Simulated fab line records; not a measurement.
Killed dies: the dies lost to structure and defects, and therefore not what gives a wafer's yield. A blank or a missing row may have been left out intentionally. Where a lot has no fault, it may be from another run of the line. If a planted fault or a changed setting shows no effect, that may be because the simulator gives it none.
Struck lot and sound lot, side by side || flow ritCmos || 43 out of 202 route steps
Sound: these wafers, L527.2, L527.3, L527.5. Wafers struck: L535.2, L535.3, L535.6. The cause comes at the end.
Per side, at each step with rows, come the tool, then ch with its chambers, and then its first start. Under that, the readings that differ: sound wafers || struck wafers || difference of the means || sigmas: that difference in standard deviations of wafers without a fault.
alike: same words and numbers on both sides, and readings whose means sit less than 2 such deviations apart. not compared: any withheld reading, any reading some wafer has no value for, any bound like >300 that may hide the same value, and any number with overlapping values for which the record gives no deviation.
The two part at a step that has a row with sigmas, a row that says differs or no value, or rows on one side only. Numbers that don't overlap but have no deviation are shown without sigmas and don't part them. A reading missing from all wafers of one side parts the sides only when that side holds two or more wafers.

first, 3 steps without rows for these wafers: RIT_SDANNEAL_CLEAN_00 (cleans in SC1, time 600 s); RIT_SDANNEAL_CLEAN_01 (cleans in dHF, time 30 s); RIT_SDANNEAL_CLEAN_02 (cleans in SC2, time 600 s).
RIT_SDANNEAL_RTA_03: time 5 s.
  sound on rtpAnneal-01 ch 0, day 3 21:26; struck on rtpAnneal-01 ch 0, day 5 14:02
  alike: wafer_temp_C_max
RIT_SDANNEAL_RS_MEAS_04: a four-point-probe measurement.
  sound on filmMetro-04, day 3 21:30; struck on filmMetro-02, day 5 14:07
  alike: PSD_RS
RIT_SDANNEAL_RS_MEAS_05: a four-point-probe measurement.
  sound on filmMetro-04, day 3 21:37; struck on filmMetro-02, day 5 14:14
  alike: NSD_RS
RIT_SDANNEAL_RS_MEAS_06: a four-point-probe measurement.
  sound on filmMetro-04, day 3 21:44; struck on filmMetro-02, day 5 14:21
  alike: PLDD_RS
RIT_SDANNEAL_RS_MEAS_07: a four-point-probe measurement.
  sound on filmMetro-04, day 3 21:52; struck on filmMetro-02, day 5 14:28
  alike: NLDD_RS
then, 1 step without rows for these wafers: RIT_SILICIDE_WET_ETCH_00 (etches SiO2 in BOE, target depth 14 nm, time 15 s).
RIT_SILICIDE_SPUTTER_01: material Ti, target thk 30 nm, time 240 s.
  sound on pvdSputter-04, day 3 21:58; struck on pvdSputter-04, day 5 14:35
  alike: throttleValvePct
RIT_SILICIDE_RS_MEAS_02: a four-point-probe measurement.
  sound on filmMetro-03, day 3 22:08; struck on filmMetro-01, day 5 14:45
  alike: SILICIDE_TI_RS
RIT_SILICIDE_THK_MEAS_03: measures by xrf.
  sound on filmMetro-03, day 3 22:15; struck on filmMetro-01, day 5 14:52
  alike: SILICIDE_TI_THK
RIT_SILICIDE_RTA_04: time 10 s, ramp up 5 s, ramp down 5 s.
  sound on rtpAnneal-02 ch 0, day 3 22:19; struck on rtpAnneal-02 ch 0, day 5 14:55
  alike: wafer_temp_C_max
then, 1 step without rows for these wafers: RIT_SILICIDE_WET_ETCH_05 (etches Ti in SPM, time 120 s).
RIT_SILICIDE_RTA_06: time 10 s, ramp up 5 s, ramp down 10 s.
  sound on rtpAnneal-01 ch 0, day 3 22:25; struck on rtpAnneal-01 ch 0, day 5 15:02
  alike: wafer_temp_C_max
RIT_CONTACT_CVD_00: deposits SiO2 from TEOS, target thk 400 nm, time 61 s.
  sound on pecvd-02 ch 1,2, day 3 22:29; struck on pecvd-03 ch 1, day 5 15:05
  alike: heaterPowerW
RIT_CONTACT_THK_MEAS_01:
  sound on filmMetro-02, day 3 22:32; struck on filmMetro-04, day 5 15:10
{"reading": "CONTACT_TEOS_THK (nm)", "sound": "397 394 394", "struck": "408 410 408", "difference": "+14", "sigmas": "+2"}
then, 6 steps without rows for these wafers: RIT_CONTACT_HMDS_02 (prime time 60 s); RIT_CONTACT_COAT_03 (resist thk 1000 nm); RIT_CONTACT_SOFTBAKE_04 (time 60 s); RIT_CONTACT_EXPOSE_05 (exposes mask M11, target cd 1000 nm); RIT_CONTACT_PEB_06; RIT_CONTACT_DEVELOP_07 (develop time 120 s).
RIT_CONTACT_CD_MEAS_08: the cd target is 1000 nm.
  sound on cdSem-01, day 3 23:42; struck on cdSem-02, day 5 16:13
  alike: cdNm
RIT_CONTACT_OVL_MEAS_09:
  sound on overlay-02, day 3 23:49; struck on overlay-01, day 5 16:19
  alike: CONTACT_OVL
then, 2 steps without rows for these wafers: RIT_CONTACT_HARDBAKE_10 (time 60 s); RIT_CONTACT_ETCH_11 (etches SiO2 in CHF3/CF4/Ar, stops on TiSi2, target depth 480 nm, time 320 s).
RIT_CONTACT_STRIP_12: strips in O2, time 180 s.
  sound on plasmaAsher-04 ch 0,1, day 4 00:11; struck on plasmaAsher-04 ch 0,1, day 5 16:46
  alike: drypumpMotorCurrentA, o2FlowSccm
  not compared: rfHoursCounterH
RIT_CONTACT_CD_MEAS_90: the cd target is 1000 nm.
  sound on cdSem-01, day 4 00:23; struck on cdSem-01, day 5 16:58
  alike: cdNm
then, 3 steps without rows for these wafers: RIT_CONTACT_CLEAN_13 (cleans in SC1, time 600 s); RIT_CONTACT_CLEAN_14 (cleans in SC2, time 600 s); RIT_M1_SPUTTER_00 (material Al, target thk 400 nm, time 500 s).
RIT_M1_RS_MEAS_01: a four-point-probe measurement.
  sound on filmMetro-02, day 4 01:10; struck on filmMetro-04, day 5 17:48
  alike: M1_AL_RS
RIT_M1_THK_MEAS_02: measures by xrf.
  sound on filmMetro-02, day 4 01:16; struck on filmMetro-04, day 5 17:55
  alike: M1_AL_THK
then, 6 steps without rows for these wafers: RIT_M1_HMDS_03 (prime time 60 s); RIT_M1_COAT_04 (resist thk 1300 nm); RIT_M1_SOFTBAKE_05 (time 60 s); RIT_M1_EXPOSE_06 (exposes mask M12, target cd 2600 nm); RIT_M1_PEB_07; RIT_M1_DEVELOP_08 (develop time 68 s).
RIT_M1_CD_MEAS_09: the cd target is 2600 nm.
  sound on cdSem-01, day 4 02:21; struck on cdSem-01, day 5 18:52
  alike: cdNm
RIT_M1_OVL_MEAS_10:
  sound on overlay-02, day 4 02:28; struck on overlay-01, day 5 18:59
  alike: M1_OVL
RIT_M1_PROBE_99:
  sound on prober-01, day 4 05:03; struck on prober-02, day 5 21:34
{"reading": "model.etest.npolyLine.lineOhmUm", "sound": "161 162.3 162.2", "struck": "190.4 181.8 184.7", "difference": "+23.8", "sigmas": ""}
{"reading": "model.etest.ppolyLine.lineOhmUm", "sound": "156.6 157.1 154.1", "struck": "180.8 176.1 177.4", "difference": "+22.2", "sigmas": ""}
{"reading": "model.etest.contactNplus.endOhmUm", "sound": "42.35 42.35 41.72", "struck": "35.73 36.12 35.73", "difference": -6.28, "sigmas": ""}
{"reading": "model.etest.contactPplus.endOhmUm", "sound": "41.33 43.72 43.13", "struck": "38.74 39.24 38.92", "difference": -3.76, "sigmas": ""}
{"reading": "model.etest.npolyLine.rsOhmSq", "sound": "17.04 16.77 16.81", "struck": "19.72 19.89 19.47", "difference": "+2.82", "sigmas": ""}
{"reading": "model.etest.ppolyLine.rsOhmSq", "sound": "16.54 16.5 16.3", "struck": "19.04 19.07 18.99", "difference": "+2.59", "sigmas": ""}
{"reading": "model.etest.npolySal.rsOhmSq", "sound": "4.401 4.354 4.374", "struck": "5.171 5.186 5.135", "difference": "+0.788", "sigmas": ""}
{"reading": "model.etest.ppolySal.rsOhmSq", "sound": "4.386 4.301 4.325", "struck": "5.152 5.14 5.061", "difference": "+0.780", "sigmas": ""}
  alike: killedAtContacts, killedAtFrontEnd, killedDies, killedOnRim, killedOpen, killedShort

WHERE THEY PART
Only at RIT_CONTACT_THK_MEAS_01, within this record. Later steps at which nothing parts them and some readings are alike: RIT_CONTACT_CD_MEAS_08, RIT_CONTACT_OVL_MEAS_09, RIT_CONTACT_STRIP_12, RIT_CONTACT_CD_MEAS_90, RIT_M1_RS_MEAS_01, RIT_M1_THK_MEAS_02, RIT_M1_CD_MEAS_09, RIT_M1_OVL_MEAS_10, RIT_M1_PROBE_99.

WHY: the cause the simulator had injected
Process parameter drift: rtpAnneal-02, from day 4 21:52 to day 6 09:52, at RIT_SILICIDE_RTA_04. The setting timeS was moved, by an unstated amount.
